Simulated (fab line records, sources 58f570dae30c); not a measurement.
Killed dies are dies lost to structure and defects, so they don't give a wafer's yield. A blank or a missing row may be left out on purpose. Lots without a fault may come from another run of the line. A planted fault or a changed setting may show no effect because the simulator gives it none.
Which tool did it? | flow berkeley_cmos170 | 14 lots, 42 wafers sampled, at 5 steps of a route of 331

WHAT THE GAUGES READ, wafer by wafer
UCB170_M2_CD_MEAS_15: target cd 700 nm. Usual: cd_nm 700.2 nm, standard deviation 1.3.
lot  | measured     | on        | cd_nm (nm)        | flag
L488 | day 8 05:22  | cd_sem-02 | 700.6 699.8 700.2 |
L490 | day 8 01:56  | cd_sem-01 | 701.2 701.3 703.0 |
L492 | day 8 05:41  | cd_sem-01 | 700.1 698.8 700.1 |
L493 | day 8 15:26  | cd_sem-01 | 700.3 701.8 701.7 |
L495 | day 8 19:59  | cd_sem-01 | 700.1 700.7 701.5 |
L496 | day 9 13:17  | cd_sem-01 | 701.9 700.6 702.4 |
L497 | day 9 18:50  | cd_sem-01 | 699.1 698.6 698.8 |
L498 | day 9 23:26  | cd_sem-01 | 700.2 700.2 700.5 |
L500 | day 10 06:16 | cd_sem-02 | 699.6 701.2 699.6 |
L499 | day 10 05:55 | cd_sem-02 | 702.7 700.6 699.5 |
L504 | day 10 20:08 | cd_sem-01 | 698.7 699.4 699.5 |
L506 | day 11 19:02 | cd_sem-01 | 697.9 699.5 699.6 |
L507 | day 11 19:30 | cd_sem-02 | 699.8 699.4 699.6 |
L509 | day 11 19:20 | cd_sem-01 | 699.6 696.9 700.1 |

WHICH TOOL RAN EACH LOT (tool, then ch and the chambers of the sampled wafers, then the start)
lot  | UCB170_M1_STRIP_13                   | UCB170_V1_ETCH_14                  | UCB170_V1_STRIP_15                   | UCB170_M2_STRIP_07
L488 | plasma_asher-03 ch 1, day 7 15:12    | rie_diel-04 ch 0,1,2, day 8 02:54  | plasma_asher-04 ch 1, day 8 03:05    | plasma_asher-01 ch 0,1, day 8 04:05
L490 | plasma_asher-02 ch 0,1, day 7 15:53  | rie_diel-03 ch 0,1,2, day 7 23:12  | plasma_asher-04 ch 1, day 7 23:23    | plasma_asher-01 ch 0,1, day 8 00:23
L492 | plasma_asher-02 ch 0,1, day 7 16:34  | rie_diel-01 ch 0,1, day 8 02:55    | plasma_asher-02 ch 0,1, day 8 03:08  | plasma_asher-03 ch 0,1, day 8 04:13
L493 | plasma_asher-03 ch 0,1, day 8 04:35  | rie_diel-03 ch 0,1,2, day 8 12:24  | plasma_asher-02 ch 0,1, day 8 12:35  | plasma_asher-03 ch 0,1, day 8 13:47
L495 | plasma_asher-04 ch 0, day 8 12:05    | rie_diel-03 ch 0,1,2, day 8 17:22  | plasma_asher-04 ch 0,1, day 8 17:32  | plasma_asher-03 ch 0,1, day 8 18:32
L496 | plasma_asher-03 ch 0,1, day 9 03:08  | rie_diel-03 ch 1,2, day 9 08:43    | plasma_asher-04 ch 0,1, day 9 08:54  | plasma_asher-03 ch 0,1, day 9 09:54
L497 | plasma_asher-03 ch 0,1, day 9 08:22  | rie_diel-03 ch 0,2,3, day 9 14:49  | plasma_asher-04 ch 0,1, day 9 15:02  | plasma_asher-03 ch 0,1, day 9 16:39
L498 | plasma_asher-04 ch 0,1, day 9 14:26  | rie_diel-03 ch 1,2,3, day 9 20:19  | plasma_asher-04 ch 0,1, day 9 20:29  | plasma_asher-03 ch 0,1, day 9 22:02
L500 | plasma_asher-03 ch 0,1, day 9 20:45  | rie_diel-03 ch 2,3, day 10 03:15   | plasma_asher-01 ch 0,1, day 10 03:26 | plasma_asher-03 ch 0,1, day 10 04:38
L499 | plasma_asher-04 ch 0,1, day 9 21:02  | rie_diel-04 ch 0,1,2, day 10 03:01 | plasma_asher-04 ch 0, day 10 03:11   | plasma_asher-04 ch 0,1, day 10 04:11
L504 | plasma_asher-04 ch 0,1, day 10 11:32 | rie_diel-04 ch 0,3, day 10 17:14   | plasma_asher-01 ch 0,1, day 10 17:25 | plasma_asher-01 ch 0,1, day 10 18:25
L506 | plasma_asher-04 ch 0,1, day 11 04:41 | rie_diel-01 ch 1,2, day 11 15:46   | plasma_asher-02 ch 0,1, day 11 15:56 | plasma_asher-01 ch 0, day 11 17:09
L507 | plasma_asher-02 ch 0, day 11 05:38   | rie_diel-01 ch 1,2, day 11 16:04   | plasma_asher-02 ch 1, day 11 16:15   | plasma_asher-03 ch 1, day 11 17:42
L509 | plasma_asher-03 ch 1, day 11 06:05   | rie_diel-04 ch 0,1, day 11 15:53   | plasma_asher-01 ch 0,1, day 11 16:03 | plasma_asher-04 ch 0,1, day 11 17:23
- UCB170_M1_STRIP_13: strips in O2.
- UCB170_V1_ETCH_14: etches SiO2 in CHF3/CF4/Ar, stops on Al, target depth 1250 nm, time 291 s.
- UCB170_V1_STRIP_15: strips in O2.
- UCB170_M2_STRIP_07: strips in O2.

WHAT THE TOOLS THEMSELVES READ (means of the sampled wafers that have a number; where no wafer has one, the mark that the record gives instead)
UCB170_M1_STRIP_13. Usual: chamber_pressure_mTorr 3500 mTorr, standard deviation 3.5; drypump_motor_current_A 5.7 A, standard deviation 0.31; o2_flow_sccm 400.0 sccm, standard deviation 1.1; oes_product_au 0.720 a.u., standard deviation 0.0048.
lot  | tool            | chamber_pressure_mTorr (mTorr) | drypump_motor_current_A (A) | o2_flow_sccm (sccm) | oes_product_au (a.u.) | flag
L488 | plasma_asher-03 | 3500                           | 5.8                         | 399.8               | 0.718                 |
L490 | plasma_asher-02 | 3502                           | 5.4                         | 399.1               | 0.722                 |
L492 | plasma_asher-02 | 3501                           | 5.6                         | 400.2               | 0.717                 |
L493 | plasma_asher-03 | 3498                           | 6.0                         | 400.2               | 0.718                 |
L495 | plasma_asher-04 | 3498                           | 5.7                         | 399.9               | 0.718                 |
L496 | plasma_asher-03 | 3499                           | 6.1                         | 400.0               | 0.717                 |
L497 | plasma_asher-03 | 3497                           | 5.9                         | 400.5               | 0.721                 |
L498 | plasma_asher-04 | 3499                           | 5.5                         | 400.2               | 0.716                 |
L500 | plasma_asher-03 | 3498                           | 6.1                         | 400.7               | 0.719                 |
L499 | plasma_asher-04 | 3500                           | 5.5                         | 399.2               | 0.723                 |
L504 | plasma_asher-04 | 3499                           | 5.5                         | 400.6               | 0.721                 |
L506 | plasma_asher-04 | 3501                           | 5.5                         | 400.2               | 0.718                 |
L507 | plasma_asher-02 | 3500                           | 5.2                         | 401.5               | 0.723                 |
L509 | plasma_asher-03 | 3500                           | 5.8                         | 401.5               | 0.721                 |

UCB170_V1_ETCH_14. Usual: CHF3_flow_sccm 45.01 sccm, standard deviation 0.14; chamber_pressure_mTorr 199.96 mTorr, standard deviation 0.19; drypump_motor_current_A 5.8 A, standard deviation 0.53; oes_product_au 0.875 a.u., standard deviation 0.009; rf_fwd_power_W 698.2 W, standard deviation 2.1; throttle_valve_pct 6.98 %, standard deviation 0.13.
lot  | tool        | CHF3_flow_sccm (sccm) | chamber_pressure_mTorr (mTorr) | drypump_motor_current_A (A) | oes_product_au (a.u.) | rf_fwd_power_W (W) | throttle_valve_pct (%) | flag
L488 | rie_diel-04 | 44.95                 | 200.09                         | 5.6                         | 0.873                 | 696.3              | 6.96                   |
L490 | rie_diel-03 | 45.01                 | 199.86                         | 6.1                         | 0.874                 | 698.2              | 7.08                   |
L492 | rie_diel-01 | 45.09                 | 199.90                         | 5.6                         | 0.869                 | 695.0              | 6.90                   |
L493 | rie_diel-03 | 44.92                 | 199.87                         | 6.1                         | 0.876                 | 697.5              | 7.09                   |
L495 | rie_diel-03 | 45.02                 | 200.05                         | 6.2                         | 0.881                 | 697.9              | 7.08                   |
L496 | rie_diel-03 | 44.92                 | 200.08                         | 6.1                         | 0.873                 | 698.0              | 7.08                   |
L497 | rie_diel-03 | 45.18                 | 199.99                         | 6.4                         | 0.812                 | 698.1              | 7.02                   | OFF
L498 | rie_diel-03 | 45.08                 | 199.88                         | 6.4                         | 0.812                 | 699.1              | 7.02                   | OFF
L500 | rie_diel-03 | 45.00                 | 200.02                         | 6.6                         | 0.816                 | 701.4              | 6.96                   | OFF
L499 | rie_diel-04 | 45.02                 | 200.14                         | 5.6                         | 0.878                 | 698.3              | 6.95                   |
L504 | rie_diel-04 | 44.98                 | 199.85                         | 5.5                         | 0.869                 | 697.9              | 7.05                   |
L506 | rie_diel-01 | 44.89                 | 200.04                         | 5.1                         | 0.875                 | 700.6              | 7.05                   |
L507 | rie_diel-01 | 45.13                 | 199.92                         | 5.0                         | 0.879                 | 700.1              | 7.05                   |
L509 | rie_diel-04 | 44.95                 | 200.08                         | 5.7                         | 0.871                 | 697.8              | 7.10                   |

UCB170_V1_STRIP_15. Usual: chamber_pressure_mTorr 3500 mTorr, standard deviation 3.3; drypump_motor_current_A 5.6 A, standard deviation 0.41; o2_flow_sccm 400.0 sccm, standard deviation 1.3; oes_product_au 0.722 a.u., standard deviation 0.0046; strip_time_to_endpoint_s 15.40 s, standard deviation 0.12.
lot  | tool            | chamber_pressure_mTorr (mTorr) | drypump_motor_current_A (A) | o2_flow_sccm (sccm) | oes_product_au (a.u.) | strip_time_to_endpoint_s (s) | flag
L488 | plasma_asher-04 | 3499                           | 5.4                         | 401.1               | 0.726                 | 15.27                        |
L490 | plasma_asher-04 | 3500                           | 5.4                         | 399.7               | 0.718                 | 15.49                        |
L492 | plasma_asher-02 | 3500                           | 5.6                         | 401.5               | 0.723                 | 15.58                        |
L493 | plasma_asher-02 | 3503                           | 5.4                         | 400.7               | 0.722                 | 15.28                        |
L495 | plasma_asher-04 | 3501                           | 5.5                         | 399.3               | 0.723                 | 15.31                        |
L496 | plasma_asher-04 | 3500                           | 5.5                         | 399.7               | 0.725                 | 15.53                        |
L497 | plasma_asher-04 | 3498                           | 5.6                         | 400.0               | 0.718                 | 14.49                        | OFF
L498 | plasma_asher-04 | 3499                           | 5.6                         | 400.9               | 0.723                 | 14.48                        | OFF
L500 | plasma_asher-01 | 3501                           | 5.4                         | 399.8               | 0.722                 | 14.38                        | OFF
L499 | plasma_asher-04 | 3493                           | 5.7                         | 399.1               | 0.725                 | 15.34                        |
L504 | plasma_asher-01 | 3501                           | 5.4                         | 399.9               | 0.723                 | 15.26                        |
L506 | plasma_asher-02 | 3497                           | 5.4                         | 400.7               | 0.722                 | 15.53                        |
L507 | plasma_asher-02 | 3498                           | 5.8                         | 399.4               | 0.721                 | 15.44                        |
L509 | plasma_asher-01 | 3498                           | 5.9                         | 400.0               | 0.718                 | 15.34                        |

UCB170_M2_STRIP_07. Usual: chamber_pressure_mTorr 3500 mTorr, standard deviation 5.9; drypump_motor_current_A 5.8 A, standard deviation 0.46; o2_flow_sccm 400.0 sccm, standard deviation 1.2; oes_product_au 0.735 a.u., standard deviation 0.0044; strip_time_to_endpoint_s 21.95 s, standard deviation 0.065.
lot  | tool            | chamber_pressure_mTorr (mTorr) | drypump_motor_current_A (A) | o2_flow_sccm (sccm) | oes_product_au (a.u.) | strip_time_to_endpoint_s (s) | flag
L488 | plasma_asher-01 | 3501                           | 5.9                         | 398.5               | 0.737                 | 21.94                        |
L490 | plasma_asher-01 | 3500                           | 5.4                         | 400.4               | 0.738                 | 21.97                        |
L492 | plasma_asher-03 | 3497                           | 6.1                         | 399.7               | 0.735                 | 21.95                        |
L493 | plasma_asher-03 | 3501                           | 6.1                         | 400.0               | 0.735                 | 22.01                        |
L495 | plasma_asher-03 | 3502                           | 6.1                         | 399.7               | 0.735                 | 21.93                        |
L496 | plasma_asher-03 | 3502                           | 6.1                         | 399.6               | 0.737                 | 21.96                        |
L497 | plasma_asher-03 | 3502                           | 6.0                         | 400.4               | 0.737                 | 21.99                        |
L498 | plasma_asher-03 | 3500                           | 5.9                         | 398.6               | 0.738                 | 21.92                        |
L500 | plasma_asher-03 | 3497                           | 5.9                         | 400.9               | 0.738                 | 21.91                        |
L499 | plasma_asher-04 | 3499                           | 5.5                         | 398.9               | 0.740                 | 21.82                        |
L504 | plasma_asher-01 | 3501                           | 5.9                         | 399.9               | 0.737                 | 21.98                        |
L506 | plasma_asher-01 | 3498                           | 5.0                         | 398.0               | 0.734                 | 21.97                        |
L507 | plasma_asher-03 | 3501                           | 5.8                         | 398.9               | 0.737                 | 22.02                        |
L509 | plasma_asher-04 | 3502                           | 5.6                         | 401.6               | 0.736                 | 21.88                        |

THE ANSWER, worked out from the rows above alone
Rule: a lot is off if the mean of its wafers that have a number lies more than 3 standard deviations from the usual mean. A lot without any number at a reading at which 4 lots or more have one is off too. The other lots that the step has rows for count as sound. The gauges are gone through in route order, then the tools' own readings, and for those a lot's mean is taken as printed above. The first step at which some lot is off is used, and at that step the reading that is off furthest; a lot without a number counts as furthest.
Off: L497, L498, L500, at UCB170_V1_ETCH_14 (oes_product_au).
A tool fits if, at that step or a process step before it, it ran every lot that is off, and no sound lot after the first of them. One fits: rie_diel-03 at UCB170_V1_ETCH_14. Its last sound lot is L496 (day 9 08:43), its first lot that is off L497 (day 9 14:49): a fault that began between those two fits.
The tool's own readings at UCB170_V1_ETCH_14 bear it out: on the lots that are off they differ by more than 5 times the standard deviation of the sound lots' means. oes_product_au reads 0.813 a.u. there against 0.874 a.u. on the sound lots.

WHAT THE SIMULATOR HAD PUT IN
Process parameter drift: rie_diel-03, from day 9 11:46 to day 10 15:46, at UCB170_V1_ETCH_14. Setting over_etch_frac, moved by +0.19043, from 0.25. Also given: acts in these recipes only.
Lots struck among those shown: L497, L498, L500. The rule above found the same.
